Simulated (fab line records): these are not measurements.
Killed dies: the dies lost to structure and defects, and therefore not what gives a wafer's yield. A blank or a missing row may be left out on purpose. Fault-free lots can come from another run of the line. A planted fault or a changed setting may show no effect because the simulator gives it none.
Which tool was responsible? | flow berkeley_cmos170 | 15 lots, 45 wafers sampled, at 2 steps of a route of 331

== WHAT THE GAUGES READ, wafer by wafer ==
UCB170_PSD_OVL_MEAS_07.
lot  | measured     | on         | PSD_OVL (nm)
L236 | day 7 16:54  | overlay-02 | -13 -5 -9
L239 | day 8 01:14  | overlay-02 | -11 -7 -6
L237 | day 8 01:53  | overlay-02 | -11 -10 -13
L238 | day 8 02:20  | overlay-02 | -1 -4 0
L242 | day 9 11:59  | overlay-01 | -11 -13 -10
L244 | day 9 11:43  | overlay-01 | 0 -10 -8
L241 | day 9 12:25  | overlay-02 | -6 -2 -10
L243 | day 9 17:10  | overlay-01 | -11 0 -1
L246 | day 10 02:40 | overlay-01 | -4 -9 -2
L250 | day 10 18:22 | overlay-02 | -5 -13 -10
L251 | day 11 09:51 | overlay-01 | -8 -7 -3
L252 | day 11 22:49 | overlay-01 | -8 -1 -9
L256 | day 12 16:05 | overlay-01 | -10 -14 -11
L257 | day 12 16:26 | overlay-02 | 3 11 1
L258 | day 12 16:43 | overlay-01 | -4 -4 -1

== EACH LOT AND THE TOOL THAT RAN IT (in order: tool; ch and the chambers of the sampled wafers; start) ==
lot  | UCB170_NLDD_STRIP_10
L236 | plasma_asher-03 ch 0,1, day 7 09:45
L239 | plasma_asher-04 ch 0,1, day 7 15:22
L237 | plasma_asher-03 ch 0,1, day 7 15:37
L238 | plasma_asher-03 ch 0,1, day 7 17:38
L242 | plasma_asher-04 ch 0,1, day 9 07:48
L244 | plasma_asher-01 ch 0, day 9 08:10
L241 | plasma_asher-03 ch 0,1, day 9 08:19
L243 | plasma_asher-04 ch 0,1, day 9 08:24
L246 | plasma_asher-04 ch 0,1, day 9 19:18
L250 | plasma_asher-01 ch 1, day 10 11:04
L251 | plasma_asher-04 ch 0,1, day 10 22:48
L252 | plasma_asher-04 ch 0,1, day 11 12:48
L256 | plasma_asher-04 ch 0,1, day 12 08:37
L257 | plasma_asher-01 ch 0,1, day 12 09:01
L258 | plasma_asher-01 ch 1, day 12 09:25
- UCB170_NLDD_STRIP_10: strips in O2.

== WHAT THE TOOLS THEMSELVES READ (means of the sampled wafers that have a number; where no wafer has one, the mark that the record gives instead) ==
UCB170_NLDD_STRIP_10.
lot  | tool            | drypump_motor_current_A (A) | oes_product_au (a.u.) | strip_time_to_endpoint_s (s)
L236 | plasma_asher-03 | 5.4                         | 0.733                 | 21.66
L239 | plasma_asher-04 | 5.4                         | 0.730                 | 21.74
L237 | plasma_asher-03 | 5.2                         | 0.733                 | 21.60
L238 | plasma_asher-03 | 5.5                         | 0.730                 | 21.58
L242 | plasma_asher-04 | 5.4                         | 0.731                 | 21.62
L244 | plasma_asher-01 | 6.2                         | 0.736                 | 21.59
L241 | plasma_asher-03 | 5.5                         | 0.738                 | 21.71
L243 | plasma_asher-04 | 5.4                         | 0.733                 | 21.61
L246 | plasma_asher-04 | 5.4                         | 0.738                 | 21.74
L250 | plasma_asher-01 | 5.6                         | 0.738                 | 21.87
L251 | plasma_asher-04 | 5.4                         | 0.735                 | 21.76
L252 | plasma_asher-04 | 5.7                         | 0.734                 | 21.67
L256 | plasma_asher-04 | 5.4                         | 0.734                 | 21.69
L257 | plasma_asher-01 | 5.8                         | 0.734                 | 21.66
L258 | plasma_asher-01 | 5.6                         | 0.735                 | 21.74

== THE ANSWER, worked out from the rows above alone ==
Rule: the usual values come from the lots themselves. The widest of any qualifying gaps counts: lots, ordered by their means at a reading, are off when they make up no more than a third of the lots, leave a main group of 4 or more, and stand apart from it by 3 or more times the standard deviation of that group's means. A main group is skipped when, at the precision printed for the reading in the tables above, its means are all equal. A lot without any number at a reading at which 4 lots or more have one is off too. Any other lot the step has rows for is counted as sound. The gauges are gone through in route order, then the tools' own readings, and for those a lot's mean is taken as printed above. At the first step where some lot is off, the reading lying furthest off is the one used; lots without a number count as furthest.
Across all readings shown, no lot is off: no conclusion can be drawn from this.

== WHAT THE SIMULATOR HAD PUT IN ==
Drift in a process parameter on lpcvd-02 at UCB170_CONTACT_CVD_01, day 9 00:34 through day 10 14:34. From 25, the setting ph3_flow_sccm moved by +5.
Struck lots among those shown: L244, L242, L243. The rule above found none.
